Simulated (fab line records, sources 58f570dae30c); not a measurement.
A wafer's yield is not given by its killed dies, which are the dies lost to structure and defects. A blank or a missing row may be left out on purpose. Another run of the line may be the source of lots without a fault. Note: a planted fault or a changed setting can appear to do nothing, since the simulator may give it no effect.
Lot-split experiment ; flow berkeley_cmos170 ; route with 331 steps; 5 lots, 23 wafers read

== ABOUT THE SPLIT ==
At UCB170_M2_SPUTTER_01 (material Al, target thk 900 nm, time 120 s), the setting power_w was moved away from the recipe's 6000 W on 8 of the 23 wafers read, by -7.9% to +7.9%. The other wafers ran this setting at the recipe's value.

== THE PATH FROM SPLIT TO READING: the file shows 1 step between them ==
- UCB170_M2_RS_MEAS_02: measures by four-point-probe

== THE READING ==
M2_AL_THK, in nm, at UCB170_M2_THK_MEAS_03 (measures by xrf). Typical for fault-free wafers on this fab line: 872 nm, with standard deviation 12 nm.

wafer;tool, chamber at the split;power_w as run, W;against the recipe;M2_AL_THK, nm;against lot-mates on the recipe
L074.1;pvd_sputter-01, -;5525;-7.9%;801;-71
L074.2;pvd_sputter-01, -;6000;recipe;872;-
L074.3;pvd_sputter-01, -;6000;recipe;865;-
L074.4;pvd_sputter-01, -;5525;-7.9%;800;-72
L074.6;pvd_sputter-01, -;6000;recipe;878;-
L078.1;pvd_sputter-02, -;5680;-5.3%;817;-49
L078.3;pvd_sputter-02, -;6000;recipe;859;-
L078.4;pvd_sputter-02, -;5680;-5.3%;822;-44
L078.5;pvd_sputter-02, -;6000;recipe;862;-
L078.6;pvd_sputter-02, -;6000;recipe;876;-
L080.1;pvd_sputter-01, -;6000;recipe;880;-
L080.2;pvd_sputter-01, -;6000;recipe;882;-
L080.3;pvd_sputter-01, -;6477;+7.9%;950;+68
L080.4;pvd_sputter-01, -;6000;recipe;883;-
L080.6;pvd_sputter-01, -;6477;+7.9%;947;+65
L082.1;pvd_sputter-02, -;6000;recipe;858;-
L082.2;pvd_sputter-02, -;6000;recipe;867;-
L082.4;pvd_sputter-02, -;6000;recipe;852;-
L085.1;pvd_sputter-01, -;6000;recipe;877;-
L085.2;pvd_sputter-01, -;6291;+4.8%;925;+46
L085.4;pvd_sputter-01, -;6291;+4.8%;924;+45
L085.5;pvd_sputter-01, -;6000;recipe;879;-
L085.6;pvd_sputter-01, -;6000;recipe;880;-

THE FIT
A straight line over all 23 wafers: M2_AL_THK changes by +9.61 nm for each +1% of power_w; r = +0.98; the points scatter about the line by 8.6 nm.
The same after taking each lot's own level away (the mean of its wafers on the recipe; 23 wafers): +8.79 nm for each +1%; r = +0.99; scatter 4.6 nm.
According to that fit, moving power_w by its largest amount changes the reading by 70 nm.
The lots' own levels span 859.0 to 881.7 nm, that is 1.9 times the standard deviation above.
Hence the lot-to-lot level has little effect on the slope; both slopes agree.
Check: +70.2 nm against its lot-mates is what the line predicts for one of the wafers moved furthest among these (+7.9%) when that wafer is left out of the fit. Against them it came out at +68.3 nm.

== OTHER SPLITS ON THESE WAFERS ==
These wafers also went through other splits before the reading. Each is held against what the fit with the lots' levels taken away leaves over:
other split on the same wafers;wafers away from the commonest value;r with M2_AL_THK (lot level and that fit taken away)
UCB170_M1_PEB_07 peb_temp_c;6;-0.15
UCB170_V1_COAT_07 resist_thk_nm;4;-0.02

== THE WHOLE CHAIN: every reading that the file lists as answering this split, in the file's order ==
step;what it does;reading;change (the file's fit);r (the file's)
UCB170_M2_SPUTTER_01;material Al, target thk 900 nm, time 120 s;Al_of_M2_SPUTTER_01.thk_nm (the simulator's own value, which no gauge read);+8.74 nm for each +1% of the setting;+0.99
UCB170_M2_RS_MEAS_02;measures by four-point-probe;M2_AL_RS;-0.00032 for each +1% of the setting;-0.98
UCB170_M2_THK_MEAS_03;measures by xrf;M2_AL_THK;+8.77 for each +1% of the setting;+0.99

== THE FILE'S OWN FIT ==
M2_AL_THK changes by +8.77 nm for each +1% of power_w, r = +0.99.
